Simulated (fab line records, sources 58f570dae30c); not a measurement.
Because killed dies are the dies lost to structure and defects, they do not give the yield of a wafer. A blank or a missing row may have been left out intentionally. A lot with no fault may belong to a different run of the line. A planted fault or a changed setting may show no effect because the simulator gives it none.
A single fault, viewed from 2 desks || flow berkeleyCmos170 || each desk has only its own numbers; what lay behind them comes last

== FROM THE METROLOGY DESK ==
Means of the sampled wafers that have a number, per lot and without regard to the tool the lot ran on: this is what the gauges read. If a lot's mean is further than 4 standard deviations from the usual mean, the lot is out of limits and carries the mark OUT (the distance appears in the brackets).
Columns: A = V1_TEOS_THK at UCB170_V1_THK_MEAS_01, usual 1995 nm; B = V1_BOW at UCB170_V1_BOW_MEAS_03, usual 19 um; C = cdNm at UCB170_V1_CD_MEAS_90, usual 700.4 nm
{"lot": "L519", "first seen here": "day 6 23:17", "A": 2011, "B": 22, "C": 701.6}
{"lot": "L518", "first seen here": "day 7 04:10", "A": 1975, "B": 21, "C": 701.5}
{"lot": "L520", "first seen here": "day 7 18:55", "A": 2015, "B": 27, "C": 701.4}
{"lot": "L522", "first seen here": "day 8 12:38", "A": 1980, "B": 16, "C": 701.0}
{"lot": "L526", "first seen here": "day 8 19:08", "A": 1995, "B": 17, "C": 699.1}
{"lot": "L529", "first seen here": "day 9 15:38", "A": "1493 (-18) OUT", "B": 17, "C": 700.7}
{"lot": "L534", "first seen here": "day 10 11:17", "A": 2005, "B": 20, "C": 699.5}
{"lot": "L532", "first seen here": "day 10 13:26", "A": "1491 (-18) OUT", "B": 21, "C": 699.9}
{"lot": "L535", "first seen here": "day 11 01:56", "A": 1999, "B": 20, "C": 700.9}
{"lot": "L536", "first seen here": "day 11 03:16", "A": 2015, "B": 19, "C": 698.6}
{"lot": "L537", "first seen here": "day 11 03:25", "A": 2003, "B": 21, "C": 697.0}
{"lot": "L540", "first seen here": "day 11 15:14", "A": 2013, "B": 21, "C": 700.2}
{"lot": "L539", "first seen here": "day 11 15:15", "A": 2005, "B": 21, "C": 698.1}
{"lot": "L541", "first seen here": "day 11 15:25", "A": 1987, "B": 17, "C": 701.1}
Per this desk, out of limits: L529, L532; the first was L529, day 9 15:38 (V1_TEOS_THK at UCB170_V1_THK_MEAS_01). L519, L518, L520, L522, L526, L534, L535, L536, L537, L540, L539, L541 stayed within limits.

== TOOL OWNER'S DESK, pecvd-01 ==
The tool's own readings at UCB170_V1_CVD_00 (deposits SiO2 from TEOS/O2, target thk 2000 nm, time 250 s): means of the sampled wafers that have a number, for each lot that ran on this tool. If a lot's mean is further than 4 standard deviations from the usual mean, the lot is out of limits and carries the mark OUT (the distance appears in the brackets).
Columns: A = heaterPowerW at UCB170_V1_CVD_00, usual 230 W
{"lot": "L518", "first seen here": "day 7 04:01", "A": 283}
{"lot": "L522", "first seen here": "day 8 12:29", "A": 298}
{"lot": "L526", "first seen here": "day 8 18:59", "A": 255}
{"lot": "L529", "first seen here": "day 9 15:28", "A": 279}
{"lot": "L532", "first seen here": "day 10 13:16", "A": 261}
This desk found nothing out of limits on any of the 5 lots.

== ALL TOGETHER ==
Metrology desk: alarm possible at day 9 15:38 on L529, L532.
The desk of the tool owner found nothing out of limits.
The tool owner's desk has L529, L532 on record, within its limits.
Of the lots named, all ran UCB170_V1_CVD_00 on pecvd-01.

== WHAT THE SIMULATOR PUT IN ==
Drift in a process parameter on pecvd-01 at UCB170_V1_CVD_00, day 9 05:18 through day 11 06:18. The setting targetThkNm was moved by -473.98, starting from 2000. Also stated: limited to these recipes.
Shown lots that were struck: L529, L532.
Delay in hours, fault start to first out-of-limits reading, per desk: metrology desk 10.
